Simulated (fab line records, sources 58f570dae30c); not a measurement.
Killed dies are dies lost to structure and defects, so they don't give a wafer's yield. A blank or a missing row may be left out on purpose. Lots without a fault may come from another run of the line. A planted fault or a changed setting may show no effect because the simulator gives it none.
Split-lot experiment | flow berkeley_cmos170 | 5 lots, 27 wafers read, on a route of 331 steps

THE SPLIT
At UCB170_SILICIDE_SPUTTER_01 (material Ti, target thk 30 nm, time 25 s), the setting time_s was moved away from the recipe's 25 s on 12 of the 27 wafers read, by -47.5% to +56.3%. The other wafers ran this setting at the recipe's value.

FROM THE SPLIT TO THE READING: what the file shows between them, 1 step
- UCB170_SILICIDE_RS_MEAS_02: measures by four-point-probe

THE READING
SILICIDE_TI_THK, in nm, at UCB170_SILICIDE_THK_MEAS_03 (measures by xrf). Fault-free wafers of this fab line usually give 29.5 nm, standard deviation 0.44 nm.

wafer  | tool, chamber at the split | time_s as run, s | against the recipe | SILICIDE_TI_THK, nm | against lot-mates on the recipe
L076.1 | pvd_sputter-04, -          | 25               | recipe             | 29.5                | -
L076.2 | pvd_sputter-04, -          | 25               | recipe             | 29.7                | -
L076.3 | pvd_sputter-04, -          | 25               | recipe             | 29.8                | -
L076.4 | pvd_sputter-04, -          | 39.08            | +56.3%             | 45.7                | +16.0
L076.5 | pvd_sputter-04, -          | 39.08            | +56.3%             | 46.0                | +16.3
L076.6 | pvd_sputter-04, -          | 39.08            | +56.3%             | 46.4                | +16.7
L080.2 | pvd_sputter-03, -          | 25               | recipe             | 29.9                | -
L080.4 | pvd_sputter-03, -          | 25               | recipe             | 30.4                | -
L080.5 | pvd_sputter-03, -          | 25               | recipe             | 30.1                | -
L082.1 | pvd_sputter-03, -          | 34.83            | +39.3%             | 41.1                | +11.6
L082.2 | pvd_sputter-03, -          | 25               | recipe             | 29.7                | -
L082.3 | pvd_sputter-03, -          | 25               | recipe             | 29.5                | -
L082.4 | pvd_sputter-03, -          | 25               | recipe             | 29.3                | -
L082.5 | pvd_sputter-03, -          | 34.83            | +39.3%             | 41.0                | +11.5
L082.6 | pvd_sputter-03, -          | 34.83            | +39.3%             | 41.1                | +11.6
L083.1 | pvd_sputter-01, -          | 25               | recipe             | 28.6                | -
L083.2 | pvd_sputter-01, -          | 38.83            | +55.3%             | 45.1                | +16.2
L083.3 | pvd_sputter-01, -          | 25               | recipe             | 29.1                | -
L083.4 | pvd_sputter-01, -          | 38.83            | +55.3%             | 45.3                | +16.4
L083.5 | pvd_sputter-01, -          | 25               | recipe             | 29.1                | -
L083.6 | pvd_sputter-01, -          | 38.83            | +55.3%             | 45.4                | +16.5
L085.1 | pvd_sputter-01, -          | 25               | recipe             | 29.3                | -
L085.2 | pvd_sputter-01, -          | 13.12            | -47.5%             | 15.1                | -13.9
L085.3 | pvd_sputter-01, -          | 25               | recipe             | 28.8                | -
L085.4 | pvd_sputter-01, -          | 13.12            | -47.5%             | 15.4                | -13.6
L085.5 | pvd_sputter-01, -          | 25               | recipe             | 29.0                | -
L085.6 | pvd_sputter-01, -          | 13.12            | -47.5%             | 15.3                | -13.7

THE FIT
A straight line over all 27 wafers: SILICIDE_TI_THK changes by +0.293 nm for each +1% of time_s; r = +1.00; the points scatter about the line by 0.42 nm.
The same after taking each lot's own level away (the mean of its wafers on the recipe; 27 wafers): +0.292 nm for each +1%; r = +1.00; scatter 0.2 nm.
On that fit, the largest move of time_s shifts the reading by 16 nm.
The lots' own levels span 28.93 to 30.13 nm, that is 2.7 times the standard deviation above.
So the lot-to-lot level changes the slope little: the two slopes agree.
Check: with one of the wafers moved furthest among these (+56.3%) left out of the fit, the line predicts +16.5 nm for it against its lot-mates. It came out at +16 nm against them.

OTHER SPLITS ON THESE WAFERS
These wafers also went through other splits before the reading. Each is held against what the fit with the lots' levels taken away leaves over:
other split on the same wafers       | wafers away from the commonest value | r with SILICIDE_TI_THK (lot level and that fit taken away)
UCB170_START_OXIDATION_02 ox_time_s  | 21                                   | +0.13
UCB170_ACTIVE_OXIDATION_02 ox_time_s | 18                                   | +0.04

THE WHOLE CHAIN: every reading that the file lists as answering this split, in the file's order
step                        | what it does                             | reading                                                                           | change (the file's fit)                                                           | r (the file's)
UCB170_SILICIDE_SPUTTER_01  | material Ti, target thk 30 nm, time 25 s | Ti_of_SILICIDE_SPUTTER_01.thk_nm (the simulator's own value, which no gauge read) | +0.298 nm for each +1% of the setting                                             | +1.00
UCB170_SILICIDE_RS_MEAS_02  | measures by four-point-probe             | SILICIDE_TI_RS                                                                    | not straight: 57.2 at the lowest setting, 26.2 at the recipe, 15.5 at the highest | not given
UCB170_SILICIDE_THK_MEAS_03 | measures by xrf                          | SILICIDE_TI_THK                                                                   | +0.292 for each +1% of the setting                                                | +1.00

THE FILE'S OWN FIT
SILICIDE_TI_THK changes by +0.292 nm for each +1% of time_s, r = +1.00.
